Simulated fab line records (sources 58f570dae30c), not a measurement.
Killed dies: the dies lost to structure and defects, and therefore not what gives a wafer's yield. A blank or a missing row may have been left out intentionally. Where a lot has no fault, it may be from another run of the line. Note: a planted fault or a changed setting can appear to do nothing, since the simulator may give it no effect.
Which tool did it? / flow berkeley-cmos170 / 21 wafers from 7 lots sampled at 2 of the route's 331 steps

== WHAT THE GAUGES READ, wafer by wafer ==
UCB170_SDANNEAL_RS_MEAS_03: a four-point-probe measurement.
lot=L246; measured=day 7 21:37; on=film-metro-03; NSD_RS (ohm/sq)=37.13 37.17 37.25
lot=L249; measured=day 8 11:13; on=film-metro-03; NSD_RS (ohm/sq)=37.28 37.20 37.24
lot=L250; measured=day 8 20:37; on=film-metro-01; NSD_RS (ohm/sq)=37.11 37.17 37.07
lot=L254; measured=day 9 19:54; on=film-metro-03; NSD_RS (ohm/sq)=37.30 37.26 37.24
lot=L257; measured=day 10 04:29; on=film-metro-03; NSD_RS (ohm/sq)=37.08 37.25 37.23
lot=L259; measured=day 10 21:21; on=film-metro-01; NSD_RS (ohm/sq)=37.25 37.33 37.21
lot=L268; measured=day 12 15:38; on=film-metro-03; NSD_RS (ohm/sq)=37.34 37.14 37.24

== WHAT TOOL EACH LOT RAN ON (gives the tool, then ch and the chambers of the sampled wafers, and finally the start) ==
lot=L246; UCB170_SDANNEAL_RTA_00=rtp-anneal-01 ch 0, day 7 21:22
lot=L249; UCB170_SDANNEAL_RTA_00=rtp-anneal-01 ch 0, day 8 10:56
lot=L250; UCB170_SDANNEAL_RTA_00=rtp-anneal-01 ch 0, day 8 20:19
lot=L254; UCB170_SDANNEAL_RTA_00=rtp-anneal-01 ch 0, day 9 19:35
lot=L257; UCB170_SDANNEAL_RTA_00=rtp-anneal-01 ch 0, day 10 04:14
lot=L259; UCB170_SDANNEAL_RTA_00=rtp-anneal-01 ch 0, day 10 21:06
lot=L268; UCB170_SDANNEAL_RTA_00=rtp-anneal-02 ch 0, day 12 15:23
- UCB170_SDANNEAL_RTA_00: time 10.25 s.

== THE ANSWER, worked out from the rows above alone ==
Rule: the usual values come from the lots themselves. The widest of any qualifying gaps counts: lots, ordered by their means at a reading, are off when they make up no more than a third of the lots, leave a main group of 4 or more, and stand apart from it by 3 or more times the standard deviation of that group's means. A main group is skipped when, at the precision printed for the reading in the tables above, its means are all equal. Also off: a lot with no number at a reading for which 4 or more lots have one. Any other lot the step has rows for is counted as sound.
Across all readings shown, no lot is off: no conclusion can be drawn from this.

== WHAT WAS PUT IN BY THE SIMULATOR ==
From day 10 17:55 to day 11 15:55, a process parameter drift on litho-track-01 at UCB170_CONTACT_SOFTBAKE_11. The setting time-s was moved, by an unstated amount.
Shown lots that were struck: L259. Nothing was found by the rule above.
